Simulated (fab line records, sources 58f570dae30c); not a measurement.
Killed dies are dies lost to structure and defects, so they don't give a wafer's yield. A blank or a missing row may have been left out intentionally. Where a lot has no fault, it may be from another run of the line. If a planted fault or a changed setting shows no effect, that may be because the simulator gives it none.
fab line records ; flow berkeleyCmos170
record: lots: 14; wafers: 42; lastDay: 12
route steps=331 shown WELLDRIVE@56 ACTIVE@76 V2@295 M3@327
lots that met no fault: from a run of the same line without faults
startH: hours from the record's first day to the start of the lot's first wafer shown ; waitH: time in hours since the lot's previous step ; " repeats the value in the row above ; L1.1+2: several wafers, shown together as one row ; - no value, or no start given ; * or withheld: withheld ; < > ~ a bound
route shown NAME@n: NAME is a module with steps in the file, n the number in the route of the first one ; usual: the fault-free wafers' mean and standard deviation ; same: alike in all rows ; chamber/n: place in a boat ; sites: per-site readings ; _std_site: their standard deviation ; _edge_site: outer sites' mean less inner sites' ; radiusMm: for every site, how far away it sits from the centre of the wafer ; mask NAME#n: copy n ; behind: the last tool/chamber to shape the wafer ; hold: the reason the lot was held/the length of the hold in hours/how it ended ; device: names the non-switching transistor (n, p or np) ; end of line: tests run on the same wafers once the route is complete ; where a step has no rows: the recipe by itself ; killed: not the wafer's yield, but the dies lost to structure and defects at the first sort ; map: a wafer's dies, x killed, . not, _ none there
set.NAME: the setting the step ran with; set.NAME@STEP: the setting that earlier step ran with ; model.NAME: the simulator's own value behind a step, which no gauge read
one table for each step of the route and one row for each wafer, over a sample of lots
services: when a tool's chamber went out of use (startH, in hours from the record's first day, below 0 if earlier), for how many hours, and the reason
== steps ==
step: UCB170_WELLDRIVE_OXIDATION_01
recipe: tempC: 1100; ambient: O2; targetThkA: 1990; oxTimeS: 9000
usual: spikeTcCentreC: 1102.2/1.6; spikeTcLoadC: 1129.2/2.7; spikeTcSourceC: 1126.9/2; tubeCenterTempC: 1100/0.1; tube_center_temp_C_max: 1102.8/0.47
lot.wafer;tool;chamber;startH;waitH;spikeTcCentreC;spikeTcLoadC;spikeTcSourceC;tubeCenterTempC;tube_center_temp_C_max
L450.3;furnace-04;0;69.79;4.3;1102.7;1133.3;1125.7;1100.1;1102.8
L450.4;furnace-04;0;69.79;4.3;1100.8;1133.6;1127.6;1100;1102.6
L450.6;furnace-04;0;69.79;4.3;1100.4;1132.8;1126.6;1099.9;1103.4
L451.1;furnace-04;0;69.79;4.3;1101.4;1133.2;1127.1;1100;1103.2
L451.3;furnace-04;0;69.79;4.3;1101.4;1132.0;1127.9;1099.9;1102.4
L451.6;furnace-04;0;69.79;4.3;1102.5;1135.2;1128.8;1100.1;1102.3
L452.2;furnace-02;0;79.10;2.9;1103.5;1127.9;1129.3;1099.8;1102.5
L452.5;furnace-02;0;79.10;2.9;1103.4;1126.2;1128.7;1099.9;1102.3
L452.6;furnace-02;0;79.10;2.9;1103.4;1127.3;1127.6;1100;1102.2
L453.3;furnace-02;0;79.10;3.5;1105.5;1127.0;1127.3;1100;1102.5
L453.4;furnace-02;0;79.10;3.5;1102.8;1125.7;1127.0;1099.9;1104.1
L453.6;furnace-02;0;79.10;3.5;1102.8;1125.8;1128.9;1100.1;1102.3
L454.1;furnace-04;0;89.14;3.7;1102.4;1132.6;1128.5;1100;1102.2
L454.3;furnace-04;0;89.14;3.7;1101.0;1134.1;1128.2;1100.2;1102.5
L454.5;furnace-04;0;89.14;3.7;1100.4;1133.5;1127.6;1100.1;1103.2
L455.1;furnace-04;0;89.14;3.6;1101.0;1132.0;1129.4;1100;1103.1
L455.2;furnace-04;0;89.14;3.6;1103.9;1134.0;1128.8;1100;1103.7
L455.5;furnace-04;0;89.14;3.6;1101.7;1133.8;1128.3;1099.9;1103.2
L456.2;furnace-04;0;99.32;3.4;1101.5;1133.6;1126.9;1099.9;1102.9
L456.4;furnace-04;0;99.32;3.4;1100.7;1130.3;1128.7;1100.2;1103.7
L456.6;furnace-04;0;99.32;3.4;1101.3;1133.1;1128.3;1099.9;1103.0
L457.2;furnace-02;0;104.80;3.5;1102.3;1126.9;1127.3;1100;1102.8
L457.3;furnace-02;0;104.80;3.5;1104.9;1126.7;1126.0;1099.9;1102.5
L457.5;furnace-02;0;104.80;3.5;1105.8;1128.0;1129.8;1100;1103.1
L460.2;furnace-04;0;114.74;2.8;1108.0;1141.2;1134.8;1107.7;1110.8
L460.4;furnace-04;0;114.74;2.8;1110.7;1142.1;1136.2;1108.2;1110.6
L460.5;furnace-04;0;114.74;2.8;1109.7;1140.3;1135.1;1108;1111.0
L461.3;furnace-04;0;114.74;2.4;1109.5;1141.9;1136.5;1107.9;1110.9
L461.5;furnace-04;0;114.74;2.4;1108.4;1140.5;1135.3;1107.9;1110.2
L461.6;furnace-04;0;114.74;2.4;1108.5;1140.6;1136.5;1108;1110.5
L467.3;furnace-01;0;162.53;4.9;1100.7;1126.1;1124.6;1100.1;1104.1
L467.4;furnace-01;0;162.53;4.9;1101.6;1127.2;1123.8;1099.9;1102.9
L467.6;furnace-01;0;162.53;4.9;1100.6;1128.4;1122.0;1099.9;1102.2
L469.1;furnace-01;0;169.03;5.9;1100.8;1128.5;1122.4;1100;1103.2
L469.3;furnace-01;0;169.03;5.9;1098.3;1126.9;1124.7;1100.1;1102.4
L469.4;furnace-01;0;169.03;5.9;1100.0;1128.1;1123.0;1099.8;1103.4
L470.1;furnace-01;0;169.03;5.9;1100.5;1128.5;1123.9;1100;1102.3
L470.2;furnace-01;0;169.03;5.9;1101.1;1128.6;1124.2;1100;1102.7
L470.6;furnace-01;0;169.03;5.9;1099.7;1128.9;1122.8;1100.1;1102.7
L472.2;furnace-01;0;176.95;1.8;1101.2;1128.3;1123.2;1099.9;1102.5
L472.5;furnace-01;0;176.95;1.8;1100.9;1127.0;1125.3;1099.9;1102.7
L472.6;furnace-01;0;176.95;1.8;1103.3;1126.6;1124.8;1100;1102.3
step: UCB170_WELLDRIVE_THK_MEAS_02
recipe: reads: SiO2_of_WELLDRIVE_OXIDATION_01
usual: WELLDRIVE_OXIDE_THK: 201/3.5
lot.wafer;tool;chamber;startH;waitH;WELLDRIVE_OXIDE_THK[nm]
L451.1;filmMetro-02;-;73.29;0.0;205
L451.3;filmMetro-02;-;73.29;0.0;205
L451.6;filmMetro-02;-;73.29;0.0;206
L450.3;filmMetro-01;-;73.31;0.0;206
L450.4;filmMetro-01;-;73.31;0.0;207
L450.6;filmMetro-01;-;73.31;0.0;209
L452.2;filmMetro-01;-;82.65;0.1;197
L452.5;filmMetro-01;-;82.65;0.1;200
L452.6;filmMetro-01;-;82.65;0.1;198
L453.3;filmMetro-03;-;82.66;0.1;198
L453.4;filmMetro-03;-;82.66;0.1;200
L453.6;filmMetro-03;-;82.66;0.1;198
L454.1;filmMetro-03;-;92.64;0.0;196
L454.3;filmMetro-03;-;92.64;0.0;195
L454.5;filmMetro-03;-;92.64;0.0;197
L455.1;filmMetro-02;-;92.64;0.0;202
L455.2;filmMetro-02;-;92.64;0.0;199
L455.5;filmMetro-02;-;92.64;0.0;200
L456.2;filmMetro-03;-;102.83;0.0;198
L456.4;filmMetro-03;-;102.83;0.0;200
L456.6;filmMetro-03;-;102.83;0.0;196
L457.2;filmMetro-03;-;108.31;0.0;197
L457.3;filmMetro-03;-;108.31;0.0;199
L457.5;filmMetro-03;-;108.31;0.0;196
L460.2;filmMetro-02;-;118.29;0.1;213
L460.4;filmMetro-02;-;118.29;0.1;210
L460.5;filmMetro-02;-;118.29;0.1;214
L461.3;filmMetro-01;-;118.35;0.1;214
L461.5;filmMetro-01;-;118.35;0.1;216
L461.6;filmMetro-01;-;118.35;0.1;217
L467.3;filmMetro-01;-;166.05;0.0;210
L467.4;filmMetro-01;-;166.05;0.0;207
L467.6;filmMetro-01;-;166.05;0.0;206
L469.1;filmMetro-02;-;172.53;0.0;203
L469.3;filmMetro-02;-;172.53;0.0;200
L469.4;filmMetro-02;-;172.53;0.0;199
L470.1;filmMetro-01;-;172.53;0.0;203
L470.2;filmMetro-01;-;172.53;0.0;202
L470.6;filmMetro-01;-;172.53;0.0;207
L472.2;filmMetro-02;-;180.46;0.0;201
L472.5;filmMetro-02;-;180.46;0.0;198
L472.6;filmMetro-02;-;180.46;0.0;198
step: UCB170_ACTIVE_STRIP_16
recipe: chemistry: O2; powerW: 400; pressureMtorr: 3500; platenTempC: withheld; o2FlowSccm: 400; overashFraction: 0.5
usual: drypumpMotorCurrentA: 5.4/0.55; oesProductAu: 0.721/0.0044; stripTimeToEndpointS: 18.08/0.065
lot.wafer;tool;chamber;startH;waitH;drypumpMotorCurrentA;oesProductAu;rfHoursCounterH;stripTimeToEndpointS
L450.3;plasmaAsher-03;1;97.90;0.1;4.9;0.721;-;17.97
L450.4;plasmaAsher-03;0;97.90;0.1;5.9;0.709;-;18.00
L450.6;plasmaAsher-03;1;97.90;0.1;4.9;0.724;-;18.13
L451.1;plasmaAsher-02;0;98.14;0.1;5.1;0.725;36;18.08
L451.3;plasmaAsher-02;1;98.14;0.1;6.0;0.724;-;18.05
L451.6;plasmaAsher-02;1;98.14;0.1;6.0;0.717;-;17.98
L453.3;plasmaAsher-03;0;102.79;0.1;5.9;0.715;-;17.98
L453.4;plasmaAsher-03;1;102.79;0.1;4.9;0.726;-;18.11
L453.6;plasmaAsher-03;0;102.79;0.1;5.9;0.721;-;18.05
L452.2;plasmaAsher-04;1;103.01;0.1;4.7;0.723;36;18.04
L452.5;plasmaAsher-04;0;103.01;0.1;6.0;0.719;-;17.99
L452.6;plasmaAsher-04;1;103.01;0.1;4.7;0.719;-;18.07
L455.1;plasmaAsher-02;0;114.90;0.1;5.1;0.715;38;17.96
L455.2;plasmaAsher-02;1;114.90;0.1;6.0;0.719;38;17.98
L455.5;plasmaAsher-02;1;114.90;0.1;6.0;0.723;-;18.12
L454.1;plasmaAsher-04;1;115.00;0.1;4.7;0.716;38;18.08
L454.3;plasmaAsher-04;0;115.00;0.1;6.0;0.716;-;18.02
L454.5;plasmaAsher-04;1;115.00;0.1;4.7;0.725;-;18.01
L456.2;plasmaAsher-02;1;123.76;0.1;6.0;0.708;39;18.00
L456.4;plasmaAsher-02;1;123.76;0.1;6.0;0.718;-;18.08
L456.6;plasmaAsher-02;0;123.76;0.1;5.1;0.716;-;18.07
L457.2;plasmaAsher-02;0;124.36;0.1;5.2;0.723;40;18.09
L457.3;plasmaAsher-02;0;124.36;0.1;5.1;0.719;-;18.00
L457.5;plasmaAsher-02;0;124.36;0.1;5.2;0.718;-;18.05
L461.3;plasmaAsher-02;1;143.00;0.1;6.0;0.724;-;18.11
L461.5;plasmaAsher-02;1;143.00;0.1;6.0;0.723;-;18.06
L461.6;plasmaAsher-02;0;143.00;0.1;5.1;0.723;-;18.06
L460.2;plasmaAsher-02;0;143.57;0.1;5.2;0.727;42;18.10
L460.4;plasmaAsher-02;0;143.57;0.1;5.1;0.718;-;18.13
L460.5;plasmaAsher-02;1;143.57;0.1;6.0;0.728;-;18.04
L467.3;plasmaAsher-04;0;186.94;0.1;6.0;0.724;-;18.06
L467.4;plasmaAsher-04;1;186.94;0.1;4.7;0.711;-;17.98
L467.6;plasmaAsher-04;1;186.94;0.1;4.7;0.717;-;18.06
L470.1;plasmaAsher-04;0;191.35;0.1;6.1;0.726;47;18.06
L470.2;plasmaAsher-04;1;191.35;0.1;4.7;0.725;47;18.10
L470.6;plasmaAsher-04;1;191.35;0.1;4.7;0.726;-;18.00
L469.1;plasmaAsher-02;1;191.62;0.1;6.0;0.716;47;18.07
L469.3;plasmaAsher-02;1;191.62;0.1;6.0;0.721;-;18.18
L469.4;plasmaAsher-02;0;191.62;0.1;5.1;0.715;-;18.21
L472.2;plasmaAsher-03;0;201.24;0.1;5.9;0.725;8;18.10
L472.5;plasmaAsher-03;0;201.24;0.1;5.9;0.712;-;18.09
L472.6;plasmaAsher-03;1;201.24;0.1;4.9;0.717;-;18.07
step: UCB170_V2_BOW_MEAS_03
recipe: mode: bow
usual: V2_BOW: 37/7.7
lot.wafer;tool;chamber;startH;waitH;V2_BOW[um]
L450.3;filmMetro-03;-;201.44;0.3;31
L450.4;filmMetro-03;-;201.44;0.3;25
L450.6;filmMetro-03;-;201.44;0.3;44
L451.1;filmMetro-03;-;201.70;0.1;42
L451.3;filmMetro-03;-;201.70;0.1;46
L451.6;filmMetro-03;-;201.70;0.1;28
L453.3;filmMetro-03;-;202.04;0.1;36
L453.4;filmMetro-03;-;202.04;0.1;41
L453.6;filmMetro-03;-;202.04;0.1;35
L452.2;filmMetro-03;-;202.32;0.1;35
L452.5;filmMetro-03;-;202.32;0.1;29
L452.6;filmMetro-03;-;202.32;0.1;39
L455.1;filmMetro-03;-;202.48;0.2;36
L455.2;filmMetro-03;-;202.48;0.2;43
L455.5;filmMetro-03;-;202.48;0.2;45
L454.1;filmMetro-03;-;202.66;0.3;22
L454.3;filmMetro-03;-;202.66;0.3;44
L454.5;filmMetro-03;-;202.66;0.3;28
L457.2;filmMetro-01;-;221.48;0.3;44
L457.3;filmMetro-01;-;221.48;0.3;49
L457.5;filmMetro-01;-;221.48;0.3;33
L456.2;filmMetro-02;-;221.60;0.2;47
L456.4;filmMetro-02;-;221.60;0.2;54
L456.6;filmMetro-02;-;221.60;0.2;53
L461.3;filmMetro-01;-;232.12;0.1;39
L461.5;filmMetro-01;-;232.12;0.1;33
L461.6;filmMetro-01;-;232.12;0.1;44
L460.2;filmMetro-03;-;241.23;0.3;44
L460.4;filmMetro-03;-;241.23;0.3;36
L460.5;filmMetro-03;-;241.23;0.3;41
L467.3;filmMetro-01;-;277.26;0.2;39
L467.4;filmMetro-01;-;277.26;0.2;30
L467.6;filmMetro-01;-;277.26;0.2;30
L470.1;filmMetro-03;-;277.54;0.2;49
L470.2;filmMetro-03;-;277.54;0.2;34
L470.6;filmMetro-03;-;277.54;0.2;48
L469.1;filmMetro-01;-;278.22;0.2;38
L469.3;filmMetro-01;-;278.22;0.2;35
L469.4;filmMetro-01;-;278.22;0.2;36
L472.2;filmMetro-01;-;286.25;0.3;30
L472.5;filmMetro-01;-;286.25;0.3;50
L472.6;filmMetro-01;-;286.25;0.3;44
step: UCB170_M3_METAL_ETCH_18
recipe: chemistry: Cl2/BCl3; target: Al; stopOn: SiO2; pressureMtorr: 12; targetDepthA: 11700; overEtchFrac: 0.3; timeS: 195; icpW: 600; biasW: 120; Cl2_flow_sccm: 90; bcl3FlowSccm: 45
usual: bcl3FlowSccm: 44.98/0.14; drypumpMotorCurrentA: 5.9/0.37; oesProductAu: 0.856/0.017; throttleValvePct: 24.36/0.22
lot.wafer;tool;chamber;startH;waitH;bcl3FlowSccm;drypumpMotorCurrentA;oesProductAu;rfHoursCounterH;throttleValvePct
L450.3;rieMetal-03;0;209.11;-;45.01;6.3;0.862;-;24.27
L450.4;rieMetal-03;1;209.11;-;45.00;6.4;0.838;-;24.51
L450.6;rieMetal-03;1;209.11;-;44.80;6.4;0.828;-;24.50
L451.1;rieMetal-01;0;209.33;-;45.05;5.5;0.829;12;24.49
L451.3;rieMetal-01;0;209.33;-;45.11;5.5;0.833;-;24.48
L451.6;rieMetal-01;1;209.33;-;45.08;5.6;0.868;-;23.95
L455.1;rieMetal-03;1;209.50;-;45.20;6.4;0.828;8;24.52
L455.2;rieMetal-03;0;209.50;-;45.06;6.3;0.858;4;24.26
L455.5;rieMetal-03;1;209.50;-;45.08;6.4;0.828;-;24.50
L453.3;rieMetal-04;0;209.56;-;44.70;5.7;0.879;-;24.52
L453.4;rieMetal-04;1;209.56;-;45.04;6.2;0.842;-;24.57
L453.6;rieMetal-04;1;209.56;-;44.84;6.2;0.853;-;24.56
L452.2;rieMetal-01;1;209.78;-;44.87;5.6;0.868;5;23.93
L452.5;rieMetal-01;0;209.78;-;44.97;5.5;0.850;-;24.46
L452.6;rieMetal-01;1;209.78;-;44.84;5.5;0.872;-;23.95
L454.1;rieMetal-03;0;210.11;-;44.88;6.3;0.868;4;24.26
L454.3;rieMetal-03;0;210.11;-;44.97;6.3;0.869;-;24.26
L454.5;rieMetal-03;1;210.11;-;45.00;6.4;0.828;-;24.50
L456.2;rieMetal-04;0;228.96;-;44.79;5.7;0.872;13;24.51
L456.4;rieMetal-04;0;228.96;-;44.88;5.8;0.868;-;24.50
L456.6;rieMetal-04;1;228.96;-;45.18;6.2;0.842;-;24.57
L457.2;rieMetal-03;1;229.24;-;44.79;6.4;0.840;9;24.51
L457.3;rieMetal-03;1;229.24;-;44.61;6.4;0.837;-;24.51
L457.5;rieMetal-03;0;229.24;-;45.06;6.3;0.858;-;24.26
L461.3;rieMetal-03;1;236.13;-;45.17;6.4;0.833;-;24.51
L461.5;rieMetal-03;0;236.13;-;45.09;6.3;0.869;-;24.27
L461.6;rieMetal-03;1;236.13;-;44.99;6.4;0.841;-;24.53
L460.2;rieMetal-01;1;246.60;-;44.88;5.5;0.885;6;23.96
L460.4;rieMetal-01;0;246.60;-;45.00;5.5;0.844;-;24.46
L460.5;rieMetal-01;1;246.60;-;44.86;5.5;0.897;-;23.94
L467.3;rieMetal-01;0;282.58;-;44.76;5.5;0.849;-;24.47
L467.4;rieMetal-01;1;282.58;-;45.00;5.5;0.900;-;23.92
L467.6;rieMetal-01;1;282.58;-;45.10;5.5;0.888;-;23.92
L470.1;rieMetal-04;1;283.25;-;45.03;6.2;0.850;14;24.55
L470.2;rieMetal-04;0;283.25;-;44.91;5.8;0.860;15;24.51
L470.6;rieMetal-04;0;283.25;-;44.88;5.8;0.863;-;24.51
L469.1;rieMetal-01;0;283.40;-;44.96;5.5;0.844;14;24.47
L469.3;rieMetal-01;1;283.40;-;45.03;5.6;0.873;-;23.94
L469.4;rieMetal-01;0;283.40;-;45.00;5.5;0.842;-;24.47
L472.2;rieMetal-01;0;291.18;-;44.97;5.5;0.850;15;24.45
L472.5;rieMetal-01;1;291.18;-;44.88;5.5;0.883;-;23.94
L472.6;rieMetal-01;0;291.18;-;44.92;5.5;0.834;-;24.49
== services ==
tool;chamber;startH;hours;kind
rieMetal-03;0;46.76;-;clean
rieMetal-03;0;46.76;20.1;scheduledDown
rieMetal-03;0;46.76;20.1;ventCycle
furnace-01;-;56.90;1.6;pm
furnace-01;-;73.14;2.5;repair
rieMetal-03;-;104.97;2.8;pm
plasmaAsher-03;-;108.85;9.0;pm
plasmaAsher-03;0;108.85;9.0;ventCycle
plasmaAsher-03;1;108.85;9.0;ventCycle
plasmaAsher-03;0;117.85;-;clean
plasmaAsher-03;1;117.85;-;clean
plasmaAsher-03;-;134.55;14.6;pm
furnace-04;-;155.44;4.3;pm
furnace-02;-;158.51;4.6;pm
furnace-01;-;188.70;2.9;pm
plasmaAsher-03;-;228.49;5.8;repair
plasmaAsher-04;-;233.75;0.6;repair
furnace-02;-;242.62;5.6;pm
plasmaAsher-04;-;249.31;12.7;repair
rieMetal-03;-;261.07;0.2;repair
rieMetal-03;-;267.99;1.4;pm
furnace-04;-;273.79;5.8;pm
plasmaAsher-04;-;290.43;3.0;repair
== key ==
firstSign: step: UCB170_WELLDRIVE_OXIDATION_01; reading: tubeCenterTempC; direction: up; sigmas: 73; usual: *; struck: *
effect: step: UCB170_WELLDRIVE_OXIDATION_01; reading: tube_center_temp_C_max; direction: up; sigmas: 17; usual: *; struck: *
effect: step: UCB170_WELLDRIVE_THK_MEAS_02; reading: WELLDRIVE_OXIDE_THK; direction: up; sigmas: 3.6; usual: 201; struck: 214
metAt UCB170_WELLDRIVE_OXIDATION_01
struckLots L460,L461
testerLeftOut L460,L461
notActingAt UCB170_ACTIVE_STRIP_16,UCB170_V2_BOW_MEAS_03,UCB170_M3_METAL_ETCH_18
onsetBetween 99.32 114.74
fault: kind: processParameterDrift; tool: furnace-04; chamber: -; onsetH: 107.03; steps: UCB170_WELLDRIVE_OXIDATION_01; channel: tempC; offset: *; shape: step; endH: 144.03; actsIn: *; stated: *
testerLeftOut: of these lots the tester's yield and bins aren't shown, on N5 and GAA mostly nor the transistor test; their killed dies are dies lost to structure and defects alone, not to doping, threshold or leakage, so they don't give the yield
